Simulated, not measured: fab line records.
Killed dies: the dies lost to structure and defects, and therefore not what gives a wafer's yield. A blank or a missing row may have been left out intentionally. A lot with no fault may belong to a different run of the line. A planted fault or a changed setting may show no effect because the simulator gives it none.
Which tool is to blame? / flow berkeleyCmos170 / Sampling: 7 lots, 21 wafers, 3 of 331 route steps

== WHAT THE GAUGES READ, wafer by wafer ==
UCB170_ACTIVE_THK_MEAS_06.
lot=L238; measured=day 5 00:28; on=filmMetro-02; ACTIVE_NITRIDE_THK (nm)=217.7 218.2 217.8
lot=L240; measured=day 5 15:33; on=filmMetro-04; ACTIVE_NITRIDE_THK (nm)=219.8 221.4 220.3
lot=L242; measured=day 5 23:48; on=filmMetro-01; ACTIVE_NITRIDE_THK (nm)=221.1 219.7 219.4
lot=L243; measured=day 5 23:44; on=filmMetro-04; ACTIVE_NITRIDE_THK (nm)=219.5 223.0 220.7
lot=L247; measured=day 7 01:55; on=filmMetro-01; ACTIVE_NITRIDE_THK (nm)=219.5 221.0 219.7
lot=L249; measured=day 7 16:40; on=filmMetro-04; ACTIVE_NITRIDE_THK (nm)=134.2 134.7 135.2
lot=L254; measured=day 8 23:26; on=filmMetro-04; ACTIVE_NITRIDE_THK (nm)=216.6 218.1 218.7

== WHICH TOOL RAN EACH LOT (tool, then ch and the chambers of the sampled wafers, then the start) ==
lot=L238; UCB170_ZERO_ETCH_06=rieDiel-04 ch 0,1,2, day 2 06:25; UCB170_ACTIVE_CVD_05=lpcvd-02 ch 1, day 4 21:16
lot=L240; UCB170_ZERO_ETCH_06=rieDiel-01 ch 1,2,3, day 2 19:09; UCB170_ACTIVE_CVD_05=lpcvd-01 ch 0, day 5 13:38
lot=L242; UCB170_ZERO_ETCH_06=rieDiel-01 ch 0,3, day 3 03:28; UCB170_ACTIVE_CVD_05=lpcvd-01 ch 0, day 5 21:49
lot=L243; UCB170_ZERO_ETCH_06=rieDiel-04 ch 0,1,2, day 3 12:46; UCB170_ACTIVE_CVD_05=lpcvd-01 ch 1, day 5 21:49
lot=L247; UCB170_ZERO_ETCH_06=rieDiel-04 ch 0,3, day 4 04:22; UCB170_ACTIVE_CVD_05=lpcvd-02 ch 1, day 6 23:59
lot=L249; UCB170_ZERO_ETCH_06=rieDiel-04 ch 0,2,3, day 4 16:40; UCB170_ACTIVE_CVD_05=lpcvd-02 ch 1, day 7 14:45
lot=L254; UCB170_ZERO_ETCH_06=rieDiel-04 ch 1,2,3, day 5 15:13; UCB170_ACTIVE_CVD_05=lpcvd-01 ch 1, day 8 21:30
- UCB170_ZERO_ETCH_06: etches SiO2 in CHF3/CF4/Ar, time 12 s.
- UCB170_ACTIVE_CVD_05: deposits Si3N4 from SiH2Cl2/NH3, target thk 220 nm, time 3300 s.

== THE ANSWER, worked out from the rows above alone ==
Rule: the usual values come from the lots themselves. The widest of any qualifying gaps counts: lots, ordered by their means at a reading, are off when they make up no more than a third of the lots, leave a main group of 4 or more, and stand apart from it by 3 or more times the standard deviation of that group's means. A main group whose means are all the same, to the digits that the tables above print for the reading, isn't used. Also off: a lot with no number at a reading for which 4 or more lots have one. Any other lot the step has rows for is counted as sound.
Off: L249, seen at UCB170_ACTIVE_THK_MEAS_06 (ACTIVE_NITRIDE_THK). The main group: mean 219.6 nm, standard deviation 1.3.
A tool fits if, at a process step before that reading, it ran every lot that is off, and no sound lot after the first of them. Those tools and the gauges at UCB170_ACTIVE_THK_MEAS_06 are tried in the same way. One fits: lpcvd-02 at UCB170_ACTIVE_CVD_05. A fault onset in the window from L247 (day 6 23:59, its last sound lot) to L249 (day 7 14:45, its first lot off) fits.

== WHAT THE SIMULATOR HAD PUT IN ==
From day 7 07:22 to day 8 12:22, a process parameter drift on lpcvd-02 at UCB170_ACTIVE_CVD_05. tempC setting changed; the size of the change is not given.
Lots struck among those shown: L249. The rule above found the same.
